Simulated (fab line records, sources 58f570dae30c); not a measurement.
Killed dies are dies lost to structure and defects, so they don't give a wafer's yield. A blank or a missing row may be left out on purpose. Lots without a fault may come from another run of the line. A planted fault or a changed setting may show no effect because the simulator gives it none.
Which tool did it? | flow berkeley_cmos170 | 14 lots, 42 wafers sampled, at 2 steps of a route of 331

WHAT THE GAUGES READ, wafer by wafer
UCB170_PLDD_OVL_MEAS_07.
lot  | measured     | on         | PLDD_OVL (nm)
L203 | day 6 11:10  | overlay-02 | 9 -3 14
L205 | day 6 17:26  | overlay-02 | 7 9 11
L204 | day 6 17:43  | overlay-02 | -9 -10 -1
L206 | day 7 08:46  | overlay-01 | 1 5 7
L210 | day 7 21:12  | overlay-02 | 208 197 206
L211 | day 8 08:07  | overlay-01 | 211 209 204
L214 | day 8 21:10  | overlay-02 | -9 -2 -5
L220 | day 9 13:00  | overlay-02 | 1 0 2
L219 | day 9 13:55  | overlay-01 | -6 -3 1
L221 | day 10 01:56 | overlay-02 | -3 -9 1
L223 | day 10 15:42 | overlay-01 | -3 -1 -2
L222 | day 10 15:46 | overlay-02 | 1 -3 0
L224 | day 10 16:19 | overlay-01 | 2 -4 -3
L226 | day 10 23:02 | overlay-01 | 3 0 8

WHICH TOOL RAN EACH LOT (tool, then ch and the chambers of the sampled wafers, then the start)
lot  | UCB170_PLDD_EXPOSE_03
L203 | krf_scanner-02 ch 0, day 6 10:18
L205 | krf_scanner-02 ch 0, day 6 16:44
L204 | krf_scanner-02 ch 0, day 6 17:05
L206 | krf_scanner-02 ch 0, day 7 07:34
L210 | krf_scanner-02 ch 0, day 7 20:40
L211 | krf_scanner-02 ch 0, day 8 07:38
L214 | krf_scanner-01 ch 0, day 8 19:43
L220 | krf_scanner-01 ch 0, day 9 12:29
L219 | krf_scanner-01 ch 0, day 9 13:26
L221 | krf_scanner-01 ch 0, day 10 00:51
L223 | krf_scanner-01 ch 0, day 10 14:57
L222 | krf_scanner-01 ch 0, day 10 15:08
L224 | krf_scanner-01 ch 0, day 10 15:38
L226 | krf_scanner-01 ch 0, day 10 21:56
- UCB170_PLDD_EXPOSE_03: exposes mask PSELECT, target cd 1200 nm.

WHAT THE TOOLS THEMSELVES READ (means of the sampled wafers that have a number; where no wafer has one, the mark that the record gives instead)
The record holds no such reading with a usual standard deviation.

THE ANSWER, worked out from the rows above alone
Rule: what is usual is taken from the lots themselves. Put in order of their means at a reading, lots are off if they are a third of the lots or fewer, leave a main group of 4 or more, and stand apart from it by a gap of 3 or more times the standard deviation of the main group's means; of several such gaps the widest counts. A main group whose means are all the same, to the digits that the tables above print for the reading, isn't used. A lot without any number at a reading at which 4 lots or more have one is off too. The other lots that the step has rows for count as sound. The gauges are gone through in route order, then the tools' own readings, and for those a lot's mean is taken as printed above. The first step at which some lot is off is used, and at that step the reading that is off furthest; a lot without a number counts as furthest.
Off: L210, L211, at UCB170_PLDD_OVL_MEAS_07 (PLDD_OVL). The main group: mean 0 nm, standard deviation 4.6.
A tool fits if, at a process step before that reading, it ran every lot that is off, and no sound lot after the first of them. The gauges at UCB170_PLDD_OVL_MEAS_07 are tried like those tools. One fits: krf_scanner-02 at UCB170_PLDD_EXPOSE_03. Its last sound lot is L206 (day 7 07:34), its first lot that is off L210 (day 7 20:40): a fault that began between those two fits.

WHAT THE SIMULATOR HAD PUT IN
Scanner matching overlay: krf_scanner-02, from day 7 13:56 on, at UCB170_PLDD_EXPOSE_03. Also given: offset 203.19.
Lots struck among those shown: L210, L211. The rule above found the same.
